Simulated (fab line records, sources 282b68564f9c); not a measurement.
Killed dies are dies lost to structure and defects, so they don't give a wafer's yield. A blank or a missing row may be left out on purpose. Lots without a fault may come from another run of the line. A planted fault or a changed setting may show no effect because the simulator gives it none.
fab line records | flow rit_cmos
record lots=5 wafers=23
route steps=202 shown ACTIVE@4 FOX1@20 NWELL@29 PWELL@40 WELLDRIVE@50 PRETRO@65 GATE@91 REOX@101 M1@202
start_h: hours from the record's first day to the start of the lot's first wafer shown | wait_h: hours since the lot's step before | " the same as in the row above | L1.1+2: a row that stands for several wafers | - no value, or no start given | * or withheld: withheld | < > ~ a bound
route shown NAME@n: a module of which the file shows steps, and the number in the route of the first | usual: mean/standard deviation of fault-free wafers | same: alike in all rows | chamber/n: place in a boat | sites: the reading at each site | _std_site: their standard deviation | _edge_site: outer sites' mean less inner sites' | radius_mm: how far each site lies from the wafer's centre | mask NAME#n: copy n | behind: the tool/chamber that last shaped the wafer | hold: why the lot was held/for how many hours/how that ended | device: the transistor (n, p or np) that didn't switch | end of line: the same wafers' tests at the end of the route | a step without rows: its recipe alone | killed: dies lost to structure and defects at the first sort, not the wafer's yield | map: a wafer's dies, x killed, . not, _ none there
set.NAME: the setting as run; set.NAME@STEP: as run at that earlier step | model.NAME: the simulator's own value behind a step, which no gauge read
lots whose settings were changed on purpose; a table a step, a row a wafer
## steps
# step RIT_ACTIVE_CVD_03
# recipe material=Si3N4 target_thk_nm=150 temp_c=810 precursor=SiH2Cl2/NH3 time_s=1500 pressure_mtorr=300 sih2cl2_flow_sccm=60 nh3_flow_sccm=150
# columns lot.wafer tool chamber start_h wait_h set.temp_c model.Si3N4_of_ACTIVE_CVD_03.thk_nm
L076.2 - - - 0.0 823.9 190.3
L076.3+6 " - " " 823.9 190.8
L076.4 " - " " 823.9 190.4
L076.5 " - " " 823.9 190
L077.1 - - - 0.1 821.8 181.6
L077.2 " - " " 821.8 182.4
L077.3 " - " " 821.8 183.2
L077.4 " - " " 821.8 182.7
L077.6 " - " " 821.8 182.5
L079.1 - - - 0.1 797.3 118.5
L079.2 " - " " 797.3 119.1
L079.3 " - " " 797.3 118.7
L079.5 " - " " 797.3 118.3
L079.6 " - " " 797.3 118.4
L081.1 - - - 0.1 820.1 178.8
L081.3 " - " " 820.1 178.5
L081.4 " - " " 820.1 178.4
L081.5 " - " " 820.1 178.6
L081.6 " - " " 820.1 178.7
L084.2 lpcvd-02 0 62.76 0.4 810 151.6
L084.4 " 0 " " 810 150.9
L084.6 " 0 " " 810 152.5
# step RIT_ACTIVE_THK_MEAS_04
# recipe reads=Si3N4_of_ACTIVE_CVD_03
# usual ACTIVE_NITRIDE_THK=149.8/1.6
# columns lot.wafer tool chamber start_h wait_h set.temp_c@ACTIVE_CVD_03 ACTIVE_NITRIDE_THK[nm]
L076.2 film_metro-04 - - - 823.9 190.2
L076.3 " - " " 823.9 190.8
L076.4 " - " " 823.9 190.4
L076.5 " - " " 823.9 189.8
L076.6 " - " " 823.9 190.9
L077.1 film_metro-04 - - - 821.8 181.5
L077.2 " - " " 821.8 182.5
L077.3 " - " " 821.8 183.3
L077.4 " - " " 821.8 182.6
L077.6 " - " " 821.8 182.5
L079.1 film_metro-02 - - - 797.3 118.6
L079.2 " - " " 797.3 119.1
L079.3 " - " " 797.3 118.7
L079.5 " - " " 797.3 118.3
L079.6 " - " " 797.3 118.5
L081.1 film_metro-01 - - - 820.1 178.8
L081.3 " - " " 820.1 178.5
L081.4 " - " " 820.1 178.4
L081.5 " - " " 820.1 178.8
L081.6 " - " " 820.1 178.6
L084.2 film_metro-02 - 64.19 0.0 810 151.6
L084.4 " - " " 810 150.8
L084.6 " - " " 810 152.5
# step RIT_ACTIVE_ETCH_13
# recipe stop_on=SiO2 chemistry=SF6 target=Si3N4 time_s=210 over_etch_frac=0.4 SF6_flow_sccm=200 pressure_mtorr=260 rf_w=125 target_depth_a=2100
# usual oes_product_au=0.820/0.015
# columns lot.wafer tool chamber start_h wait_h set.time_s set.temp_c@ACTIVE_CVD_03 oes_product_au model.etch.depth_nm
L076.2 rie_diel-01 1 24.83 0.1 188.3 823.9 1.022 190.3
L076.3 " 2 " " 210 823.9 0.927 190.8
L076.4 " 0 " " 210 823.9 0.914 190.4
L076.5 " 2 " " 188.3 823.9 0.990 190
L076.6 " 3 " " 188.3 823.9 0.998 182.9
L077.1 rie_diel-03 3 30.65 0.1 227.2 821.8 0.916 181.6
L077.2 " 2 " " 210 821.8 0.926 182.4
L077.3 " 0 " " 227.2 821.8 0.930 183.2
L077.4 " 1 " " 210 821.8 0.924 182.7
L077.6 " 1 " " 210 821.8 0.938 182.5
L079.1 rie_diel-01 1 39.71 0.1 239.4 797.3 0.736 118.5
L079.2 " 2 " " 239.4 797.3 0.720 119.1
L079.3 " 3 " " 210 797.3 0.747 118.7
L079.5 " 0 " " 210 797.3 0.715 118.3
L079.6 " 1 " " 210 797.3 0.747 118.4
L081.1 rie_diel-03 3 49.71 0.1 220.8 820.1 0.903 178.8
L081.3 " 2 " " 210 820.1 0.906 178.5
L081.4 " 1 " " 210 820.1 0.919 178.4
L081.5 " 3 " " 220.8 820.1 0.906 178.6
L081.6 " 2 " " 210 820.1 0.898 178.7
L084.2 rie_diel-02 2 65.36 0.1 210 810 0.821 151.6
L084.4 " 3 " " 210 810 0.810 150.9
L084.6 " 3 " " 210 810 0.810 152.5
# step RIT_FOX1_OXIDATION_00
# recipe temp_c=1100 ambient=H2O target_thk_a=3507 p_h2o_torr=720 ox_time_s=1130
# columns lot.wafer tool chamber start_h wait_h set.ox_time_s model.SiO2_of_FOX1_OXIDATION_00.thk_nm
L076.2 - - - 0.7 1085 345
L076.3 " - " " 1085 341.7
L076.4 " - " " 1085 346.3
L076.5 " - " " 1085 343
L076.6 " - " " 1085 341.5
L077.1 - - - 1.0 1130 349.6
L077.2 " - " " 1130 350
L077.3 " - " " 1130 349.8
L077.4 " - " " 1130 355.3
L077.6 " - " " 1130 352
L079.1 - - - 0.4 991.6 326.5
L079.2 " - " " 991.6 323.1
L079.3 " - " " 991.6 322.4
L079.5 " - " " 991.6 328.4
L079.6 " - " " 991.6 326.6
L081.1 - - - 0.0 1004 331.6
L081.3 " - " " 1004 331
L081.4 " - " " 1004 329.2
L081.5 " - " " 1004 329.8
L081.6 " - " " 1004 334.2
L084.2 furnace-02 0 67.05 0.9 1130 351
L084.4 " 0 " " 1130 350
L084.6 " 0 " " 1130 343.9
# step RIT_FOX1_THK_MEAS_01
# recipe reads=SiO2_of_FOX1_OXIDATION_00
# usual FOX1_OXIDE_THK=352/6.6
# columns lot.wafer tool chamber start_h wait_h set.ox_time_s@FOX1_OXIDATION_00 FOX1_OXIDE_THK[nm]
L076.2 film_metro-02 - - - 1085 345
L076.3 " - " " 1085 342
L076.4 " - " " 1085 346
L076.5 " - " " 1085 343
L076.6 " - " " 1085 341
L077.1 film_metro-03 - - - 1130 350
L077.2 " - " " 1130 350
L077.3 " - " " 1130 350
L077.4 " - " " 1130 355
L077.6 " - " " 1130 352
L079.1 film_metro-03 - - - 991.6 327
L079.2 " - " " 991.6 323
L079.3 " - " " 991.6 322
L079.5 " - " " 991.6 329
L079.6 " - " " 991.6 327
L081.1 film_metro-03 - - - 1004 331
L081.3 " - " " 1004 331
L081.4 " - " " 1004 329
L081.5 " - " " 1004 330
L081.6 " - " " 1004 334
L084.2 film_metro-02 - 68.38 0.0 1130 351
L084.4 " - " " 1130 350
L084.6 " - " " 1130 344
# step RIT_NWELL_COAT_01
# recipe resist=NOVOLAK spin_rpm=2000 resist_thk_nm=1300
# columns lot.wafer tool chamber start_h wait_h set.spin_rpm model.NOVOLAK_of_NWELL_COAT_01.thk_nm
L076.2 litho_track-03 0 30.40 0.1 1858 1353
L076.3 " 0 " " 1858 1351
L076.4 " 0 " " 2000 1302
L076.5 " 0 " " 2000 1300
L076.6 " 0 " " 1858 1347
L077.1 litho_track-04 0 36.61 0.1 2000 1300
L077.2 " 0 " " 1878 1342
L077.3+4 " 0 " " 2000 1302
L077.6 " 0 " " 1878 1339
L079.1 litho_track-04 0 47.03 0.1 1867 1352
L079.2 " 0 " " 1867 1348
L079.3 " 0 " " 2000 1302
L079.5 " 0 " " 1867 1347
L079.6 " 0 " " 2000 1300
L081.1 litho_track-04 0 54.49 0.1 2114 1266
L081.3 " 0 " " 2000 1305
L081.4+6 " 0 " " 2114 1268
L081.5 " 0 " " 2000 1301
L084.2 litho_track-02 0 71.33 0.1 2000 1303
L084.4+6 " 0 " " 2000 1304
# step RIT_NWELL_SOFTBAKE_02
# recipe resist=NOVOLAK temp_c=90 time_s=60
# step RIT_NWELL_EXPOSE_03
# recipe mask_id=M2 na=0.57 target_cd_nm=43900 dose_mj=250
# step RIT_NWELL_DEVELOP_05
# recipe resist=NOVOLAK develop_time_s=68 dev_temp_c=23
# step RIT_NWELL_HARDBAKE_07
# recipe resist=NOVOLAK temp_c=140 time_s=120
# columns lot.wafer tool chamber start_h wait_h set.spin_rpm@NWELL_COAT_01 model.NOVOLAK_of_NWELL_COAT_01.thk_nm
L076.2 litho_track-02 0 31.18 0.1 1858 1182
L076.3 " 0 " " 1858 1180
L076.4 " 0 " " 2000 1138
L076.5 " 0 " " 2000 1137
L076.6 " 0 " " 1858 1177
L077.1 litho_track-03 0 37.37 0.0 2000 1137
L077.2 " 0 " " 1878 1173
L077.3 " 0 " " 2000 1138
L077.4 " 0 " " 2000 1139
L077.6 " 0 " " 1878 1170
L079.1 litho_track-04 0 47.84 0.0 1867 1182
L079.2 " 0 " " 1867 1179
L079.3 " 0 " " 2000 1139
L079.5 " 0 " " 1867 1177
L079.6 " 0 " " 2000 1137
L081.1 litho_track-04 0 55.25 0.0 2114 1108
L081.3 " 0 " " 2000 1141
L081.4+6 " 0 " " 2114 1110
L081.5 " 0 " " 2000 1137
L084.2 litho_track-02 0 72.19 0.1 2000 1139
L084.4+6 " 0 " " 2000 1140
# step RIT_PWELL_COAT_01
# recipe resist=NOVOLAK spin_rpm=2000 resist_thk_nm=1300
# columns lot.wafer tool chamber start_h wait_h set.resist_thk_nm model.NOVOLAK_of_PWELL_COAT_01.thk_nm
L076.2 litho_track-02 0 31.95 0.1 1300 1299
L076.3 " 0 " " 1300 1295
L076.4 " 0 " " 1300 1296
L076.5+6 " 0 " " 1373 1371
L077.1+3+6 litho_track-03 0 38.16 0.1 1376 1378
L077.2 " 0 " " 1300 1303
L077.4 " 0 " " 1300 1299
L079.1 litho_track-01 0 48.62 0.1 1253 1252
L079.2+3 " 0 " " 1300 1297
L079.5 " 0 " " 1253 1254
L079.6 " 0 " " 1300 1296
L081.1 litho_track-03 0 56.04 0.1 1325 1329
L081.3 " 0 " " 1300 1299
L081.4+5 " 0 " " 1325 1326
L081.6 " 0 " " 1300 1303
L084.2 litho_track-03 0 72.96 0.1 1300 1295
L084.4 " 0 " " 1300 1299
L084.6 " 0 " " 1300 1303
# step RIT_PWELL_SOFTBAKE_02
# recipe resist=NOVOLAK temp_c=90 time_s=60
# step RIT_PWELL_EXPOSE_03
# recipe mask_id=M3 na=0.57 target_cd_nm=43700 dose_mj=250
# step RIT_PWELL_DEVELOP_05
# recipe resist=NOVOLAK develop_time_s=68 dev_temp_c=23
# step RIT_PWELL_HARDBAKE_07
# recipe resist=NOVOLAK temp_c=140 time_s=120
# columns lot.wafer tool chamber start_h wait_h set.resist_thk_nm@PWELL_COAT_01 model.NOVOLAK_of_PWELL_COAT_01.thk_nm
L076.2 litho_track-01 0 32.73 0.1 1300 1136
L076.3+4 " 0 " " 1300 1133
L076.5+6 " 0 " " 1373 1198
L077.1+3+6 litho_track-02 0 38.92 0.0 1376 1204
L077.2 " 0 " " 1300 1139
L077.4 " 0 " " 1300 1136
L079.1 litho_track-02 0 49.51 0.0 1253 1095
L079.2+3+6 " 0 " " 1300 1134
L079.5 " 0 " " 1253 1098
L081.1 litho_track-03 0 56.93 0.0 1325 1162
L081.3 " 0 " " 1300 1136
L081.4+5 " 0 " " 1325 1159
L081.6 " 0 " " 1300 1139
L084.2 litho_track-03 0 73.74 0.1 1300 1133
L084.4 " 0 " " 1300 1136
L084.6 " 0 " " 1300 1139
# step RIT_PWELL_IMPLANT_08
# recipe species=B energy_kev=170 dose_cm2=7e+13 tilt_deg=7
# columns lot.wafer tool chamber start_h wait_h set.dose_cm2
L076.2+4 implanter-03 0 32.96 0.2 7e+13
L076.3+5+6 " 0 " " 6.809e+13
L077.1+6 implanter-01 0 39.17 0.2 6.543e+13
L077.2+3+4 " 0 " " 7e+13
L079.1+2+3 implanter-01 0 49.76 0.2 6.524e+13
L079.5+6 " 0 " " 7e+13
L081.1+3+4+5+6 implanter-01 0 57.18 0.2 7e+13
L084.2+4+6 implanter-01 0 73.97 0.2 7e+13
# step RIT_PWELL_STRIP_09
# recipe chemistry=O2 time_s=180 resist=NOVOLAK platen_temp_c=withheld power_w=508.1 pressure_mtorr=4000 o2_flow_sccm=4000
# step RIT_PWELL_TW_MEAS_10
# usual PWELL_TW=952/3.6
# columns lot.wafer tool chamber start_h wait_h set.dose_cm2@PWELL_IMPLANT_08 PWELL_TW
L076.2 film_metro-03 - 33.27 0.1 7e+13 951
L076.3 " - " " 6.809e+13 936
L076.4 " - " " 7e+13 948
L076.5 " - " " 6.809e+13 942
L076.6 " - " " 6.809e+13 941
L077.1 film_metro-04 - 39.50 0.1 6.543e+13 935
L077.2 " - " " 7e+13 956
L077.3 " - " " 7e+13 959
L077.4 " - " " 7e+13 956
L077.6 " - " " 6.543e+13 930
L079.1 film_metro-04 - 50.09 0.1 6.524e+13 928
L079.2 " - " " 6.524e+13 931
L079.3 " - " " 6.524e+13 928
L079.5 " - " " 7e+13 952
L079.6 " - " " 7e+13 948
L081.1 film_metro-04 - 57.50 0.1 7e+13 950
L081.3 " - " " 7e+13 950
L081.4 " - " " 7e+13 952
L081.5 " - " " 7e+13 950
L081.6 " - " " 7e+13 957
L084.2 film_metro-01 - 74.28 0.1 7e+13 953
L084.4 " - " " 7e+13 952
L084.6 " - " " 7e+13 952
# step RIT_WELLDRIVE_ANNEAL_00
# recipe temp_c=1100 time_s=14700 ambient=N2
# step RIT_WELLDRIVE_RS_MEAS_02
# recipe thk_meas_gauge=four-point-probe
# usual PWELL_RS=429.4/1.3
# columns lot.wafer tool chamber start_h wait_h set.dose_cm2@PWELL_IMPLANT_08 PWELL_RS[ohm/sq]
L076.2 film_metro-03 - 38.55 0.1 7e+13 428.8
L076.3 " - " " 6.809e+13 436.1
L076.4 " - " " 7e+13 430.0
L076.5 " - " " 6.809e+13 436.2
L076.6 " - " " 6.809e+13 435.5
L077.1 film_metro-01 - 44.76 0.1 6.543e+13 445.8
L077.2 " - " " 7e+13 426.8
L077.3 " - " " 7e+13 427.8
L077.4 " - " " 7e+13 429.0
L077.6 " - " " 6.543e+13 446.7
L079.1 film_metro-01 - 55.35 0.1 6.524e+13 447.8
L079.2 " - " " 6.524e+13 448.2
L079.3 " - " " 6.524e+13 449.7
L079.5 " - " " 7e+13 428.7
L079.6 " - " " 7e+13 428.1
L081.1 film_metro-04 - 62.77 0.1 7e+13 431.8
L081.3 " - " " 7e+13 432.3
L081.4 " - " " 7e+13 432.2
L081.5 " - " " 7e+13 432.7
L081.6 " - " " 7e+13 432.2
L084.2 film_metro-03 - 80.53 0.1 7e+13 430.4
L084.4 " - " " 7e+13 430.5
L084.6 " - " " 7e+13 429.5
# step RIT_PRETRO_COAT_01
# recipe resist=NOVOLAK spin_rpm=2000 resist_thk_nm=1300
# columns lot.wafer tool chamber start_h wait_h set.spin_rpm model.NOVOLAK_of_PRETRO_COAT_01.thk_nm
L076.2+3+4+5 litho_track-04 0 40.50 0.1 2000 1301
L076.6 " 0 " " 2000 1300
L077.1 litho_track-04 0 46.58 0.1 2000 1307
L077.2 " 0 " " 2000 1302
L077.3+4 " 0 " " 2000 1304
L077.6 " 0 " " 2000 1310
L079.1 litho_track-04 0 57.31 0.1 2000 1304
L079.2 " 0 " " 1850 1353
L079.3 " 0 " " 2000 1305
L079.5 " 0 " " 1850 1357
L079.6 " 0 " " 1850 1355
L081.1 litho_track-01 0 64.76 0.1 2000 1303
L081.3 " 0 " " 2000 1307
L081.4 " 0 " " 1875 1343
L081.5 " 0 " " 1875 1346
L081.6 " 0 " " 2000 1300
L084.2 litho_track-04 0 82.52 0.1 2000 1300
L084.4+6 " 0 " " 2000 1299
# step RIT_PRETRO_SOFTBAKE_02
# recipe resist=NOVOLAK temp_c=90 time_s=60
# columns lot.wafer tool chamber start_h wait_h set.time_s
L076.2+6 litho_track-04 0 40.65 0.1 54.09
L076.3+4+5 " 0 " " 60
L077.1+2+3+4+6 litho_track-04 0 46.73 0.1 60
L079.1+2 litho_track-04 0 57.46 0.1 60
L079.3+5+6 " 0 " " 64.59
L081.1+5 litho_track-01 0 64.91 0.1 60
L081.3+4+6 " 0 " " 68.05
L084.2+4+6 litho_track-04 0 82.67 0.1 60
# step RIT_PRETRO_EXPOSE_03
# recipe mask_id=M5 na=0.57 target_cd_nm=43700 dose_mj=250
# step RIT_PRETRO_PEB_04
# recipe resist=NOVOLAK temp_c=withheld time_s=withheld
# step RIT_PRETRO_DEVELOP_05
# recipe resist=NOVOLAK develop_time_s=68 dev_temp_c=23
# step RIT_PRETRO_HARDBAKE_07
# recipe resist=NOVOLAK temp_c=140 time_s=120
# columns lot.wafer tool chamber start_h wait_h set.spin_rpm@PRETRO_COAT_01 model.NOVOLAK_of_PRETRO_COAT_01.thk_nm
L076.2+4+6 litho_track-01 0 41.40 0.1 2000 1137
L076.3+5 " 0 " " 2000 1138
L077.1 litho_track-02 0 47.65 0.0 2000 1143
L077.2 " 0 " " 2000 1139
L077.3 " 0 " " 2000 1141
L077.4 " 0 " " 2000 1140
L077.6 " 0 " " 2000 1146
L079.1 litho_track-02 0 58.20 0.0 2000 1140
L079.2 " 0 " " 1850 1183
L079.3 " 0 " " 2000 1141
L079.5 " 0 " " 1850 1186
L079.6 " 0 " " 1850 1184
L081.1 litho_track-02 0 65.53 0.0 2000 1139
L081.3 " 0 " " 2000 1143
L081.4 " 0 " " 1875 1174
L081.5 " 0 " " 1875 1176
L081.6 " 0 " " 2000 1137
L084.2 litho_track-01 0 83.46 0.1 2000 1137
L084.4+6 " 0 " " 2000 1136
# step RIT_GATE_DEVELOP_15
# recipe resist=NOVOLAK develop_time_s=50 dev_temp_c=23
# columns lot.wafer tool chamber start_h wait_h set.develop_time_s
L076.2+4+5 litho_track-04 0 - - 50
L076.3+6 " 0 " " 52.96
L077.1+4+6 litho_track-03 0 - - 51.91
L077.2+3 " 0 " " 50
L079.1+2+3+5+6 litho_track-02 0 - - 50
L081.1+4+5 litho_track-03 0 - - 57.28
L081.3+6 " 0 " " 50
L084.2+4+6 litho_track-03 0 - - 50
# step RIT_GATE_HARDBAKE_18
# recipe resist=NOVOLAK temp_c=140 time_s=60
# step RIT_GATE_ETCH_19
# recipe chemistry=SF6/CHF3/O2 time_s=165 SF6_flow_sccm=30 CHF3_flow_sccm=30 O2_flow_sccm=5 target=poly-Si pressure_mtorr=40 rf_w=160 target_depth_a=3125 over_etch_frac=0.25 stop_on=SiO2
# columns lot.wafer tool chamber start_h wait_h set.develop_time_s@GATE_DEVELOP_15 model.GATE.cd_nm
L076.2 rie_si-01 0 49.98 0.1 50 153.2
L076.3 " 3 " " 52.96 145.8
L076.4 " 2 " " 50 -
L076.5 " 1 " " 50 154.1
L076.6 " 0 " " 52.96 142.8
L077.1 rie_si-02 1 53.95 0.1 51.91 137.6
L077.2 " 2 " " 50 148
L077.3 " 0 " " 50 149
L077.4 " 3 " " 51.91 140.7
L077.6 " 3 " " 51.91 139.1
L079.1 rie_si-02 0 64.64 0.1 50 146.7
L079.2 " 3 " " 50 148.3
L079.3 " 1 " " 50 150.3
L079.5 " 0 " " 50 147.1
L079.6 " 1 " " 50 146.4
L081.1+4+5 rie_si-02 0,3,2 72.58 0.1 57.28 -
L081.3 " 1 " " 50 147.6
L081.6 " 1 " " 50 149.2
L084.2 rie_si-01 0 89.57 0.1 50 152.8
L084.4 " 3 " " 50 154.5
L084.6 " 0 " " 50 152.6
# step RIT_REOX_OXIDATION_03
# recipe temp_c=900 ambient=O2 target_thk_a=252 ox_time_s=5580
# columns lot.wafer tool chamber start_h wait_h set.temp_c model.SiO2_of_REOX_OXIDATION_03.thk_nm
L076.2 - - - 1.1 900 25.72
L076.3 " - " " 900 25.62
L076.4 " - " " 900 25.93
L076.5 " - " " 900 25.92
L076.6 " - " " 900 25.7
L077.1 - - - 0.0 909.3 28.34
L077.2 " - " " 909.3 27.72
L077.3 " - " " 909.3 28.16
L077.4 " - " " 909.3 27.95
L077.6 " - " " 909.3 28.05
L079.1 - - - 0.2 900 24.59
L079.2 " - " " 900 25.27
L079.3 " - " " 900 24.94
L079.5 " - " " 900 24.81
L079.6 " - " " 900 25.05
L081.1 - - - 0.7 916.6 29.79
L081.3 " - " " 916.6 29.91
L081.4 " - " " 916.6 29.85
L081.5 " - " " 916.6 29.77
L081.6 " - " " 916.6 29.64
L084.2 furnace-01 0 90.56 0.2 900 25.09
L084.4 " 0 " " 900 24.74
L084.6 " 0 " " 900 24.87
# step RIT_REOX_THK_MEAS_04
# recipe reads=SiO2_of_REOX_OXIDATION_03
# usual REOX_OXIDE_THK=25.1/0.43
# columns lot.wafer tool chamber start_h wait_h set.temp_c@REOX_OXIDATION_03 REOX_OXIDE_THK[nm]
L076.2 film_metro-04 - - - 900 25.8
L076.3 " - " " 900 25.6
L076.4 " - " " 900 25.9
L076.5 " - " " 900 25.9
L076.6 " - " " 900 25.7
L077.1 film_metro-03 - - - 909.3 28.3
L077.2 " - " " 909.3 27.7
L077.3 " - " " 909.3 28.1
L077.4 " - " " 909.3 28.0
L077.6 " - " " 909.3 28.0
L079.1 film_metro-03 - - - 900 24.6
L079.2 " - " " 900 25.3
L079.3 " - " " 900 25.0
L079.5 " - " " 900 24.8
L079.6 " - " " 900 25.1
L081.1 film_metro-01 - - - 916.6 29.8
L081.3 " - " " 916.6 29.9
L081.4 " - " " 916.6 29.9
L081.5 " - " " 916.6 29.8
L081.6 " - " " 916.6 29.6
L084.2 film_metro-03 - 93.12 0.0 900 25.0
L084.4 " - " " 900 24.7
L084.6 " - " " 900 24.9
# step RIT_M1_PROBE_99
# columns lot.wafer tool chamber start_h wait_h set.develop_time_s@GATE_DEVELOP_15 set.temp_c@REOX_OXIDATION_03 model.etest.nldd.rs_ohm_sq model.etest.pldd.line_ohm_um model.etest.pldd.rs_ohm_sq model.etest.pmos_0p15.r_on_ohm_um model.etest.pmos_0p3.r_on_ohm_um model.etest.pmos_turned.r_on_ohm_um
L076.3 prober-02 - 71.72 0.2 52.96 900 381.7 161 524.8 2675 6038 3359
L076.4 prober-02 - 71.77 0.2 50 900 387.7 164.4 540.6 2874 6294 3585
L076.5 prober-02 - 71.82 0.2 50 900 385.7 168.2 540.6 2839 6241 3564
L077.1 prober-01 - 74.44 0.1 51.91 909.3 419.7 238 748.6 2920 6537 3982
L077.2 prober-01 - 74.49 0.1 50 909.3 406.4 216.2 700.8 3051 6743 4002
L077.3 prober-01 - 74.54 0.2 50 909.3 419 231.2 742.4 3200 6885 4298
L077.4 prober-01 - 74.59 0.2 51.91 909.3 416.7 224.2 723.4 2946 6584 3983
L077.6 prober-01 - 74.69 0.2 51.91 909.3 410.2 225.3 719.8 2900 6529 3887
L079.1 prober-01 - 85.33 0.1 50 900 373.8 151.4 484.1 2557 5971 3187
L079.3 prober-01 - 85.43 0.2 50 900 381.8 154.8 499.1 2739 6217 3347
L079.5 prober-01 - 85.53 0.2 50 900 379.2 156.3 498.8 2675 6205 3297
L079.6 prober-01 - 85.58 0.2 50 900 383.9 158.8 504.1 2642 6119 3280
L081.1 prober-01 - 93.92 0.1 57.28 916.6 487.7 242.8 790.8 2645 6018 3911
L081.3 prober-01 - 94.02 0.2 50 916.6 489.9 248.4 806 3222 6710 4477
L081.4 prober-01 - 94.07 0.2 57.28 916.6 491.7 246 798.2 2624 6090 3874
L081.5 prober-01 - 94.12 0.2 57.28 916.6 487.7 242.4 787.5 2628 6068 3856
L081.6 prober-01 - 94.17 0.2 50 916.6 481.3 239.7 774.8 3164 6562 4375
L084.2 prober-02 - 109.78 0.1 50 900 368.4 156.9 496.3 2803 6279 3444
L084.4 prober-02 - 109.88 0.2 50 900 364.1 150.2 477.8 2892 6283 3491
L084.6 prober-02 - 109.98 0.2 50 900 365.6 152 485.7 2820 6157 3477
# killed by level:class
L084.2 FOX1:geometric_particle:short=1 GATE:geometric_particle:short=1 SPACER:geometric_particle:open=1 SILICIDE:geometric_particle:short=1 SILICIDE:geometric_particle:open=1
L084.4 GATE:geometric_particle:open=3 FOX1:geometric_particle:short=1 FOX2:geometric_particle:open=1 GATE:geometric_particle:short=1
L084.6 FOX1:geometric_particle:short=1 REOX:geometric_particle:open=1 SILICIDE:geometric_particle:short=1
## key
split step=RIT_ACTIVE_CVD_03 setting=temp_c stated=810 by=lot
response step=RIT_ACTIVE_CVD_03 reading=model.Si3N4_of_ACTIVE_CVD_03.thk_nm change=+21.5 per=1% r=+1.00
response step=RIT_ACTIVE_THK_MEAS_04 reading=ACTIVE_NITRIDE_THK change=+21.5 per=1% r=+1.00
response step=RIT_ACTIVE_ETCH_13 reading=oes_product_au change=+0.0685 per=1% r=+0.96
response step=RIT_ACTIVE_ETCH_13 reading=model.etch.depth_nm change=+21.3 per=1% r=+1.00
split step=RIT_ACTIVE_ETCH_13 setting=time_s stated=210 by=wafer
response none clear
split step=RIT_FOX1_OXIDATION_00 setting=ox_time_s stated=1130 by=lot
response step=RIT_FOX1_OXIDATION_00 reading=model.SiO2_of_FOX1_OXIDATION_00.thk_nm change=+1.9 per=1% r=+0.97
response step=RIT_FOX1_THK_MEAS_01 reading=FOX1_OXIDE_THK change=+1.91 per=1% r=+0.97
split step=RIT_NWELL_COAT_01 setting=spin_rpm stated=2000 by=wafer
response step=RIT_NWELL_COAT_01 reading=model.NOVOLAK_of_NWELL_COAT_01.thk_nm change=-6.71 per=1% r=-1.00
response step=RIT_NWELL_HARDBAKE_07 reading=model.NOVOLAK_of_NWELL_COAT_01.thk_nm change=-5.78 per=1% r=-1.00
split step=RIT_PWELL_COAT_01 setting=resist_thk_nm stated=1300 by=wafer
response step=RIT_PWELL_COAT_01 reading=model.NOVOLAK_of_PWELL_COAT_01.thk_nm change=+13.1 per=1% r=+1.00
response step=RIT_PWELL_HARDBAKE_07 reading=model.NOVOLAK_of_PWELL_COAT_01.thk_nm change=+11.3 per=1% r=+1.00
split step=RIT_PWELL_IMPLANT_08 setting=dose_cm2 stated=7e+13 by=wafer
response step=RIT_PWELL_TW_MEAS_10 reading=PWELL_TW change=+3.39 per=1% r=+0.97
response step=RIT_WELLDRIVE_RS_MEAS_02 reading=PWELL_RS change=-2.85 per=1% r=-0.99
split step=RIT_PRETRO_COAT_01 setting=spin_rpm stated=2000 by=wafer
response step=RIT_PRETRO_COAT_01 reading=model.NOVOLAK_of_PRETRO_COAT_01.thk_nm change=-6.7 per=1% r=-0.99
response step=RIT_PRETRO_HARDBAKE_07 reading=model.NOVOLAK_of_PRETRO_COAT_01.thk_nm change=-5.77 per=1% r=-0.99
split step=RIT_PRETRO_SOFTBAKE_02 setting=time_s stated=60 by=wafer
response none clear
split step=RIT_GATE_DEVELOP_15 setting=develop_time_s stated=50 by=wafer
response step=RIT_GATE_ETCH_19 reading=model.GATE.cd_nm change=-1.86 per=1% r=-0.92
response step=RIT_M1_PROBE_99 reading=model.etest.pmos_turned.r_on_ohm_um change=-38.3 per=1% r=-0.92
response step=RIT_M1_PROBE_99 reading=model.etest.pmos_0p3.r_on_ohm_um change=-41.3 per=1% r=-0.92
response step=RIT_M1_PROBE_99 reading=model.etest.pmos_0p15.r_on_ohm_um change=-38.7 per=1% r=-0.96
split step=RIT_REOX_OXIDATION_03 setting=temp_c stated=900 by=lot
response step=RIT_REOX_OXIDATION_03 reading=model.SiO2_of_REOX_OXIDATION_03.thk_nm change=+2.5 per=1% r=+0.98
response step=RIT_REOX_THK_MEAS_04 reading=REOX_OXIDE_THK change=+2.5 per=1% r=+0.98
response step=RIT_M1_PROBE_99 reading=model.etest.pldd.rs_ohm_sq change=+163 per=1% r=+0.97
response step=RIT_M1_PROBE_99 reading=model.etest.nldd.rs_ohm_sq change=+56.7 per=1% r=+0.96
response step=RIT_M1_PROBE_99 reading=model.etest.pldd.line_ohm_um change=+49.6 per=1% r=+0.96
